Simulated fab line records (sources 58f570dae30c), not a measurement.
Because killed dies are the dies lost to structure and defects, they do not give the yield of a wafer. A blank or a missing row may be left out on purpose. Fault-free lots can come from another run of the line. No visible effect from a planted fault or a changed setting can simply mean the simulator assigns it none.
Comparing a struck lot with a sound one | flow berkeley-cmos170 | 14 steps out of a route of 331
Sound: these wafers, L921.1, L921.3, L921.4. The struck wafers were L923.2, L923.3, L923.6. The cause is named last.
Per side, at each step with rows, come the tool, then ch with its chambers, and then its first start. Under that, the readings that differ: sound wafers | struck wafers | difference of the means | sigmas: that difference in standard deviations of wafers without a fault.
alike: same words and numbers on both sides, and readings whose means sit less than 2 such deviations apart. not compared: any withheld reading, any reading some wafer has no value for, any bound like >300 that may hide the same value, and any number with overlapping values for which the record gives no deviation.
Wherever a step has rows on one side only, a row that says differs or no value, or a row with sigmas, the two part there. Numbers that have no deviation but don't overlap get no sigmas and don't part them. A reading that every wafer of one side lacks parts them only if that side has two wafers or more.

first, 1 step without rows for these wafers: UCB170_M1_ANNEAL_14 (time 1200 s).
UCB170_V1_CVD_00: deposits SiO2 from TEOS/O2, target thk 2000 nm, time 250 s.
  sound on pecvd-02 ch 0,1,2, day 10 20:31; struck on pecvd-02 ch 1,2, day 11 19:06
  alike: heater-power-w
UCB170_V1_THK_MEAS_01:
  sound on film-metro-01 at day 10 20:40; struck on film-metro-03 at day 11 19:16
  alike: V1_TEOS_THK
UCB170_V1_CMP_02: polishes SiO2.
  sound on cmp-01 ch 0,1,3, day 10 20:46; struck on cmp-01 ch 1,2, day 11 19:19
  alike: motor-current-A
UCB170_V1_BOW_MEAS_03:
  sound on film-metro-01 at day 10 21:01; struck on film-metro-01 at day 11 19:38
  alike: V1_BOW
UCB170_V1_THK_MEAS_04:
  sound on film-metro-01 at day 10 21:08; struck on film-metro-01 at day 11 19:44
  alike: V1_POLISHED_THK
then, 6 steps without rows for these wafers: UCB170_V1_CLEAN_05 (cleans in DIW); UCB170_V1_HMDS_06 (prime time 60 s); UCB170_V1_COAT_07 (resist thk 900 nm); UCB170_V1_SOFTBAKE_08 (time 60 s); UCB170_V1_EXPOSE_09 (exposes mask VIA1, target cd 700 nm); UCB170_V1_PEB_10.
UCB170_V1_DEVELOP_11: develop time 45 s.
  struck on litho-track-03, day 11 22:00; sound on litho-track-03 ch 0, day 10 22:00
  no value came back on the struck wafers for chill-plate-temp-C (C), develop-time-s (s); on the sound wafers chill-plate-temp-C (C) reads 23.05 23.02 23.17
  reading                             | sound             | struck            | difference | sigmas
  model.KrF_of_V1_COAT_07.thk-nm (nm) | 886.4 885.3 885.5 | 902.5 901.1 900.3 | +15.6      |
UCB170_V1_CD_MEAS_12: the cd target is 700 nm.
  sound on cd-sem-02 at day 10 22:34; struck on cd-sem-02 at day 11 22:13
  reading    | sound             | struck | difference                    | sigmas
  cd-nm (nm) | 700.3 700.8 700.1 | - - -  | no value on the struck wafers |

## WHERE THEY PART
Last at UCB170_V1_CD_MEAS_12 as far as this record goes, first at UCB170_V1_DEVELOP_11.

WHY: whatever the simulator had introduced
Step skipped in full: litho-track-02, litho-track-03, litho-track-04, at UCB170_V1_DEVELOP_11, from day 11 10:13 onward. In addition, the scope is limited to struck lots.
